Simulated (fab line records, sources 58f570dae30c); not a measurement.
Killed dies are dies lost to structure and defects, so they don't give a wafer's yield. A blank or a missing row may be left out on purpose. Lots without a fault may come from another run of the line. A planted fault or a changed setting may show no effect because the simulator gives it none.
fab line records | flow berkeley_cmos170
record lots=13 wafers=39 last_day=11
route steps=331 shown START@4 ZERO@13 FIELD@90 NVT@112
lots that met no fault: from a run of the same line without faults
start_h: hours from the record's first day to the start of the lot's first wafer shown | wait_h: hours since the lot's step before | " the same as in the row above | L1.1+2: a row that stands for several wafers | - no value, or no start given | * or withheld: withheld | < > ~ a bound
route shown NAME@n: a module of which the file shows steps, and the number in the route of the first | usual: mean/standard deviation of fault-free wafers | same: alike in all rows | chamber/n: place in a boat | sites: the reading at each site | _std_site: their standard deviation | _edge_site: outer sites' mean less inner sites' | radius_mm: how far each site lies from the wafer's centre | mask NAME#n: copy n | behind: the tool/chamber that last shaped the wafer | hold: why the lot was held/for how many hours/how that ended | device: the transistor (n, p or np) that didn't switch | end of line: the same wafers' tests at the end of the route | a step without rows: its recipe alone | killed: dies lost to structure and defects at the first sort, not the wafer's yield | map: a wafer's dies, x killed, . not, _ none there
set.NAME: the setting as run; set.NAME@STEP: as run at that earlier step | model.NAME: the simulator's own value behind a step, which no gauge read
steps of the route over a sample of lots; a table a step, a row a wafer
services: from which hour (start_h, from the record's first day; less than 0 if before it) a tool's chamber was out of use, for how many hours, and why
## steps
# step UCB170_START_THK_MEAS_03
# recipe reads=SiO2_of_START_OXIDATION_02
# usual START_OXIDE_THK=19.8/0.31
# columns lot.wafer tool chamber start_h wait_h START_OXIDE_THK[nm]
L772.1 film_metro-04 - 16.17 0.0 19.7
L772.2 " - " " 20.1
L772.3 " - " " 20.0
L773.1 film_metro-03 - 20.71 0.0 19.8
L773.2 " - " " 19.9
L773.3 " - " " 19.8
L774.2 film_metro-01 - 25.28 0.0 20.0
L774.3 " - " " 20.2
L774.5 " - " " 19.7
L775.3 film_metro-04 - 31.06 0.0 19.8
L775.4 " - " " 19.6
L775.6 " - " " 19.7
L782.1 film_metro-01 - 64.59 0.0 20.0
L782.2 " - " " 19.4
L782.3 " - " " 19.6
L783.3 film_metro-04 - 71.86 0.0 19.9
L783.4 " - " " 19.4
L783.5 " - " " 19.8
L784.4 film_metro-01 - 71.87 0.0 19.9
L784.5 " - " " 19.7
L784.6 " - " " 19.9
L785.2 film_metro-01 - 78.96 0.0 19.8
L785.3 " - " " 20.0
L785.6 " - " " 20.1
L786.2 film_metro-01 - 86.40 0.0 19.6
L786.4 " - " " 19.6
L786.5 " - " " 19.6
L787.1 film_metro-03 - 91.42 0.0 19.4
L787.2 " - " " 19.5
L787.3 " - " " 19.4
L788.1 film_metro-03 - 96.85 0.0 19.0
L788.2 " - " " 19.5
L788.5 " - " " 19.5
L789.2 film_metro-04 - 96.86 0.0 19.6
L789.4 " - " " 19.3
L789.5 " - " " 19.3
L790.1 film_metro-04 - 105.01 0.1 20.0
L790.2 " - " " 20.1
L790.6 " - " " 20.0
# step UCB170_ZERO_STRIP_07
# recipe chemistry=O2 power_w=400 pressure_mtorr=3500 platen_temp_c=withheld o2_flow_sccm=400 overash_fraction=0.5
# usual drypump_motor_current_A=5.8/0.53 oes_product_au=0.727/0.0046 strip_time_to_endpoint_s=21.26/0.052
# same overash_fraction=0.5
# columns lot.wafer tool chamber start_h wait_h drypump_motor_current_A oes_product_au rf_hours_counter_h strip_time_to_endpoint_s
L772.1 plasma_asher-02 0 23.39 0.0 6.2 0.729 20 21.24
L772.2 " 1 " " 5.9 0.728 20 21.32
L772.3 " 1 " " 5.9 0.728 - 21.29
L773.1 plasma_asher-03 0 23.66 0.0 4.9 0.722 28 21.28
L773.2 " 1 " " 6.0 0.729 28 21.25
L773.3 " 1 " " 6.0 0.734 - 21.21
L774.2 plasma_asher-01 0 32.28 0.0 6.5 0.726 31 21.24
L774.3 " 0 " " 6.5 0.723 - 21.27
L774.5 " 1 " " 5.1 0.718 - 21.22
L775.3 plasma_asher-03 0 37.62 0.0 4.9 0.729 - 21.24
L775.4 " 1 " " 6.0 0.728 - 21.18
L775.6 " 1 " " 6.1 0.718 - 21.20
L782.1 plasma_asher-02 0 71.40 0.0 6.2 0.715 26 21.20
L782.2 " 1 " " 5.9 0.719 26 21.27
L782.3 " 1 " " 5.9 0.726 - 21.30
L784.4 plasma_asher-02 0 76.10 0.0 6.2 0.726 - 21.33
L784.5 " 1 " " 5.9 0.727 - 21.28
L784.6 " 0 " " 6.2 0.723 - 21.31
L783.3 plasma_asher-03 0 76.70 0.0 4.9 0.722 - 21.30
L783.4 " 1 " " 6.0 0.721 - 21.22
L783.5 " 1 " " 6.0 0.723 - 21.18
L785.2 plasma_asher-01 1 86.40 0.0 5.1 0.728 39 21.23
L785.3 " 0 " " 6.4 0.732 - 21.23
L785.6 " 0 " " 6.5 0.726 - 21.18
L786.2 plasma_asher-03 1 94.61 0.0 6.1 0.727 37 21.34
L786.4 " 0 " " 4.9 0.726 - 21.29
L786.5 " 1 " " 6.0 0.725 - 21.27
L787.1 plasma_asher-03 0 99.58 0.0 4.9 0.728 38 21.34
L787.2 " 1 " " 6.0 0.720 38 21.26
L787.3 " 1 " " 6.0 0.726 - 21.24
L788.1 plasma_asher-02 0 99.86 0.0 6.2 0.732 30 21.20
L788.2 " 1 " " 5.9 0.731 30 21.22
L788.5 " 0 " " 6.2 0.729 - 21.17
L789.2 plasma_asher-02 1 100.06 0.0 5.9 0.725 31 21.20
L789.4 " 0 " " 6.3 0.727 - 21.19
L789.5 " 0 " " 6.2 0.723 - 21.20
L790.1 plasma_asher-02 0 108.96 0.0 6.2 0.717 31 21.29
L790.2 " 1 " " 5.9 0.724 31 21.26
L790.6 " 0 " " 6.2 0.733 - 21.28
# step UCB170_FIELD_OXIDATION_01
# recipe temp_c=1000 ambient=H2O p_h2o_torr=584.62 target_thk_a=5583 ox_time_s=7200
# usual spike_tc_centre_C=1002.5/1 spike_tc_load_C=1026.2/1 spike_tc_source_C=1023.4/1.5 tube_center_temp_C=1000/0.092 tube_center_temp_C_max=1002.5/0.43 zone_power_centre_pct=50.3/0.71 zone_power_source_pct=32/4.8
# columns lot.wafer tool chamber start_h wait_h spike_tc_centre_C spike_tc_load_C spike_tc_source_C tube_center_temp_C tube_center_temp_C_max zone_power_centre_pct zone_power_source_pct
L772.1 furnace-02 0 93.61 4.3 1002.4 1025.2 1022.1 1000.1 1002.7 50.7 26
L772.2 " 0 " " 1001.2 1024.7 1021.2 999.91 1002.9 50.3 26
L772.3 " 0 " " 1001.9 1025.1 1023.0 999.96 1002.0 50.6 26
L773.1 furnace-02 0 93.61 4.3 1004.3 1024.4 1021.9 1000.1 1003.4 50.2 26
L773.2 " 0 " " 1002.4 1025.9 1024.4 1000.2 1003.2 50.4 26
L773.3 " 0 " " 1003.9 1026.5 1022.4 999.84 1001.8 49.3 26
L774.2 furnace-04 0 109.77 2.0 1002.7 1026.3 1024.3 1000.1 1003.2 50.8 34
L774.3 " 0 " " 1001.5 1027.2 1023.9 999.97 1002.5 50.1 33
L774.5 " 0 " " 1002.4 1026.7 1023.2 999.96 1002.9 50.8 34
L775.3 furnace-04 0 109.77 1.5 1001.9 1026.7 1023.7 1000.2 1002.3 49.6 33
L775.4 " 0 " " 1001.2 1025.4 1024.6 999.95 1002.1 50.1 34
L775.6 " 0 " " 1001.2 1027.0 1024.3 1000 1001.7 50.3 33
L782.1 furnace-04 0 141.35 2.3 1010.4 1034.8 1030.9 1008.1 1010.7 51.0 34
L782.2 " 0 " " 1011.8 1034.2 1032.1 1008.1 1010.7 51.0 34
L782.3 " 0 " " 1010.2 1033.1 1032.6 1007.9 1010.6 50.2 34
L783.3 furnace-04 0 141.35 2.7 1011.4 1034.9 1031.8 1008.1 1010.6 49.9 34
L783.4 " 0 " " 1009.5 1036.2 1030.1 1008 1010.4 50.6 34
L783.5 " 0 " " 1007.6 1035.6 1030.8 1008 1010.2 50.7 34
L784.4 furnace-04 0 141.35 1.9 1011.6 1033.4 1032.1 1007.9 1010.7 50.7 34
L784.5 " 0 " " 1009.8 1034.8 1032.3 1008.1 1010.5 49.6 34
L784.6 " 0 " " 1011.1 1033.9 1030.0 1008.1 1010.8 50.8 34
L785.2 furnace-01 0 163.47 4.0 1000.2 1025.1 1025.5 1000.1 1002.4 52.0 42
L785.3 " 0 " " 1002.8 1025.5 1024.5 999.94 1002.8 51.4 42
L785.6 " 0 " " 1003.5 1025.7 1026.9 1000.2 1003.2 51.2 41
L786.2 furnace-01 0 163.47 4.2 1001.5 1028.0 1025.6 1000 1003.8 51.8 42
L786.4 " 0 " " 1001.1 1026.0 1024.7 1000 1002.2 51.7 42
L786.5 " 0 " " 1002.5 1027.4 1026.7 999.92 1002.1 51.3 42
L787.1 furnace-02 0 171.99 4.7 1003.3 1026.9 1020.0 1000 1003.2 50.2 26
L787.2 " 0 " " 1003.6 1024.1 1021.2 1000.1 1002.7 50.0 26
L787.3 " 0 " " 1003.1 1026.0 1021.3 999.99 1002.9 49.7 26
L788.1 furnace-02 0 171.99 4.5 1002.1 1026.3 1019.9 1000 1002.4 50.6 26
L788.2 " 0 " " 1000.7 1027.2 1021.8 999.99 1002.7 51.0 26
L788.5 " 0 " " 1001.1 1026.4 1020.6 999.99 1002.1 50.0 26
L789.2 furnace-02 0 171.99 4.2 1004.4 1025.2 1024.4 1000 1002.1 50.8 26
L789.4 " 0 " " 1001.8 1024.1 1023.3 1000 1002.1 49.9 26
L789.5 " 0 " " 1002.7 1026.4 1021.2 999.91 1002.2 49.9 26
L790.1 furnace-01 0 176.90 3.9 1001.4 1026.7 1026.6 999.92 1002.0 52.1 42
L790.2 " 0 " " 1003.2 1025.8 1026.8 1000 1002.2 52.6 42
L790.6 " 0 " " 1002.0 1023.4 1025.2 999.9 1002.4 51.1 42
# step UCB170_FIELD_THK_MEAS_02
# recipe reads=SiO2_of_FIELD_OXIDATION_01
# usual FIELD_OXIDE_THK=555/9.2
# columns lot.wafer tool chamber start_h wait_h FIELD_OXIDE_THK[nm]
L772.1 film_metro-04 - 96.61 0.0 551
L772.2 " - " " 553
L772.3 " - " " 553
L773.1 film_metro-02 - 96.61 0.0 550
L773.2 " - " " 546
L773.3 " - " " 543
L774.2 film_metro-04 - 112.78 0.0 553
L774.3 " - " " 547
L774.5 " - " " 548
L775.3 film_metro-03 - 112.79 0.0 569
L775.4 " - " " 573
L775.6 " - " " 561
L783.3 film_metro-03 - 144.37 0.0 586
L783.4 " - " " 586
L783.5 " - " " 584
L782.1 film_metro-03 - 144.41 0.1 585
L782.2 " - " " 582
L782.3 " - " " 584
L784.4 film_metro-02 - 144.41 0.1 579
L784.5 " - " " 575
L784.6 " - " " 581
L785.2 film_metro-04 - 166.48 0.0 537
L785.3 " - " " 529
L785.6 " - " " 537
L786.2 film_metro-03 - 166.48 0.0 562
L786.4 " - " " 553
L786.5 " - " " 551
L787.1 film_metro-02 - 174.99 0.0 550
L787.2 " - " " 553
L787.3 " - " " 553
L788.1 film_metro-03 - 174.99 0.0 555
L788.2 " - " " 557
L788.5 " - " " 555
L789.2 film_metro-04 - 175.00 0.0 553
L789.4 " - " " 556
L789.5 " - " " 546
L790.1 film_metro-02 - 179.90 0.0 547
L790.2 " - " " 544
L790.6 " - " " 534
# step UCB170_FIELD_THK_MEAS_90
# recipe reads=SiO2_of_FIELD_OXIDATION_01
# usual FIELD_OXIDE_LEFT_1_THK=438/9.5
# columns lot.wafer tool chamber start_h wait_h FIELD_OXIDE_LEFT_1_THK[nm]
L772.1 film_metro-02 - 106.05 0.0 436
L772.2 " - " " 436
L772.3 " - " " 437
L773.1 film_metro-04 - 106.05 0.0 431
L773.2 " - " " 428
L773.3 " - " " 425
L774.2 film_metro-02 - 120.67 0.0 436
L774.3 " - " " 430
L774.5 " - " " 431
L775.3 film_metro-03 - 120.68 0.0 453
L775.4 " - " " 457
L775.6 " - " " 446
L782.1 film_metro-02 - 153.58 0.0 469
L782.2 " - " " 465
L782.3 " - " " 467
L783.3 film_metro-04 - 153.60 0.0 467
L783.4 " - " " 467
L783.5 " - " " 465
L784.4 film_metro-03 - 153.61 0.0 462
L784.5 " - " " 458
L784.6 " - " " 464
L785.2 film_metro-03 - 175.55 0.0 419
L785.3 " - " " 411
L785.6 " - " " 418
L786.2 film_metro-02 - 175.55 0.0 444
L786.4 " - " " 435
L786.5 " - " " 433
L787.1 film_metro-02 - 186.28 0.0 432
L787.2 " - " " 435
L787.3 " - " " 435
L790.1 film_metro-04 - 186.28 0.0 429
L790.2 " - " " 426
L790.6 " - " " 416
L789.2 film_metro-03 - 186.29 0.0 436
L789.4 " - " " 438
L789.5 " - " " 429
L788.1 film_metro-02 - 186.34 0.1 437
L788.2 " - " " 439
L788.5 " - " " 437
# step UCB170_NVT_STRIP_08
# recipe chemistry=O2 power_w=400 pressure_mtorr=3500 platen_temp_c=withheld o2_flow_sccm=400 overash_fraction=0.5
# usual drypump_motor_current_A=5.8/0.71 oes_product_au=0.735/0.0045 strip_time_to_endpoint_s=21.68/0.063
# same overash_fraction=0.5
# columns lot.wafer tool chamber start_h wait_h drypump_motor_current_A oes_product_au rf_hours_counter_h strip_time_to_endpoint_s
L773.1 plasma_asher-03 0 120.76 0.1 4.9 0.731 41 21.70
L773.2 " 1 " " 6.0 0.724 41 21.74
L773.3 " 1 " " 6.0 0.741 - 21.72
L772.1 plasma_asher-04 1 121.00 0.1 6.6 0.737 35 21.66
L772.2 " 0 " " 5.1 0.735 35 21.65
L772.3 " 1 " " 6.6 0.741 - 21.65
L774.2 plasma_asher-01 0 139.11 0.1 6.4 0.728 2 21.68
L774.3 " 0 " " 6.4 0.740 - 21.76
L774.5 " 1 " " 5.1 0.730 - 21.75
L775.3 plasma_asher-04 0 139.25 0.1 5.1 0.734 - 21.76
L775.4 " 1 " " 6.6 0.741 - 21.69
L775.6 " 1 " " 6.6 0.734 - 21.74
L782.1 plasma_asher-03 1 172.09 0.1 6.0 0.735 47 21.70
L782.2 " 0 " " 4.9 0.739 47 21.69
L782.3 " 1 " " 6.1 0.734 - 21.65
L783.3 plasma_asher-04 0 172.40 0.1 5.1 0.731 - 21.71
L783.4 " 1 " " 6.6 0.734 - 21.71
L783.5 " 0 " " 5.1 0.732 - 21.73
L784.4 plasma_asher-01 0 172.65 0.1 6.4 0.736 - 21.70
L784.5 " 0 " " 6.4 0.734 - 21.63
L784.6 " 1 " " 5.1 0.735 - 21.62
L786.2 plasma_asher-01 0 193.68 0.1 6.4 0.724 8 21.51
L786.4 " 0 " " 6.4 0.733 - 21.59
L786.5 " 0 " " 6.5 0.736 - 21.57
L785.2 plasma_asher-04 1 194.29 0.1 6.6 0.743 44 21.83
L785.3 " 1 " " 6.6 0.732 - 21.76
L785.6 " 1 " " 6.6 0.736 - 21.71
L790.1 plasma_asher-04 1 205.11 0.1 6.7 0.731 45 21.69
L790.2 " 0 " " 5.1 0.735 45 21.65
L790.6 " 1 " " 6.6 0.730 - 21.64
L787.1 plasma_asher-03 1 205.48 0.1 6.0 0.733 50 21.57
L787.2 " 0 " " 4.9 0.744 50 21.51
L787.3 " 0 " " 4.9 0.737 - 21.53
L788.1 plasma_asher-01 1 205.48 0.1 5.1 0.736 10 21.69
L788.2 " 0 " " 6.4 0.740 10 21.78
L788.5 " 0 " " 6.4 0.726 - 21.69
L789.2 plasma_asher-03 1 205.76 0.1 6.1 0.742 50 21.72
L789.4 " 1 " " 6.0 0.732 - 21.76
L789.5 " 1 " " 6.0 0.736 - 21.79
# step UCB170_FIELD_THK_MEAS_91
# recipe reads=SiO2_of_FIELD_OXIDATION_01
# usual FIELD_OXIDE_LEFT_2_THK=350/9.6
# columns lot.wafer tool chamber start_h wait_h FIELD_OXIDE_LEFT_2_THK[nm]
L773.1 film_metro-03 - 122.93 0.0 343
L773.2 " - " " 339
L773.3 " - " " 336
L772.1 film_metro-04 - 123.14 0.0 347
L772.2 " - " " 348
L772.3 " - " " 349
L774.2 film_metro-02 - 140.90 0.0 347
L774.3 " - " " 342
L774.5 " - " " 343
L775.3 film_metro-04 - 141.46 0.0 366
L775.4 " - " " 370
L775.6 " - " " 359
L782.1 film_metro-04 - 174.14 0.0 380
L782.2 " - " " 376
L782.3 " - " " 379
L783.3 film_metro-02 - 174.34 0.0 378
L783.4 " - " " 378
L783.5 " - " " 377
L784.4 film_metro-04 - 174.42 0.0 374
L784.5 " - " " 369
L784.6 " - " " 376
L786.2 film_metro-02 - 196.72 0.0 355
L786.4 " - " " 346
L786.5 " - " " 344
L785.2 film_metro-03 - 197.55 0.0 331
L785.3 " - " " 324
L785.6 " - " " 331
L790.1 film_metro-02 - 207.06 0.0 339
L790.2 " - " " 336
L790.6 " - " " 327
L787.1 film_metro-04 - 207.49 0.0 343
L787.2 " - " " 346
L787.3 " - " " 346
L788.1 film_metro-03 - 207.94 0.0 349
L788.2 " - " " 351
L788.5 " - " " 348
L789.2 film_metro-02 - 208.22 0.0 348
L789.4 " - " " 349
L789.5 " - " " 340
## services
# columns tool chamber start_h hours kind
furnace-04 - 26.25 5.7 pm
furnace-02 - 39.23 3.8 pm
plasma_asher-04 - 51.97 0.3 repair
plasma_asher-04 - 67.25 14.6 pm
furnace-02 - 80.77 4.1 pm
furnace-04 - 91.79 2.6 pm
plasma_asher-01 - 99.59 0.6 repair
plasma_asher-01 - 108.75 9.0 pm
plasma_asher-01 0 108.75 9.0 vent_cycle
plasma_asher-01 1 108.75 9.0 vent_cycle
plasma_asher-01 0 117.75 - clean
plasma_asher-01 1 117.75 - clean
plasma_asher-03 - 123.03 1.1 repair
furnace-01 - 166.47 3.3 pm
furnace-01 - 191.73 3.9 pm
## key
first_sign step=UCB170_FIELD_OXIDATION_01 reading=tube_center_temp_C direction=up sigmas=80 usual=* struck=*
effect step=UCB170_FIELD_OXIDATION_01 reading=tube_center_temp_C_max direction=up sigmas=19 usual=* struck=*
effect step=UCB170_FIELD_THK_MEAS_02 reading=FIELD_OXIDE_THK direction=up sigmas=2.9 usual=555 struck=582
effect step=UCB170_FIELD_THK_MEAS_90 reading=FIELD_OXIDE_LEFT_1_THK direction=up sigmas=2.8 usual=438 struck=465
effect step=UCB170_FIELD_THK_MEAS_91 reading=FIELD_OXIDE_LEFT_2_THK direction=up sigmas=2.8 usual=350 struck=377
met_at UCB170_FIELD_OXIDATION_01
struck_lots L782,L783,L784
sort_left_out L782.1,L782.2,L782.3
tester_left_out L782,L783,L784
not_acting_at UCB170_START_THK_MEAS_03,UCB170_ZERO_STRIP_07,UCB170_NVT_STRIP_08
onset_between 109.77 141.35
fault kind=process_parameter_drift tool=furnace-04 chamber=- onset_h=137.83 steps=UCB170_FIELD_OXIDATION_01 channel=temp_c offset=* shape=step end_h=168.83 acts_in=* stated=*
# tester_left_out: of these lots the tester's yield and bins aren't shown, on N5 and GAA mostly nor the transistor test; their killed dies are dies lost to structure and defects alone, not to doping, threshold or leakage, so they don't give the yield
# sort_left_out: the simulated sort isn't trusted on such a fault, so these wafers' sort isn't shown, and their yield isn't known
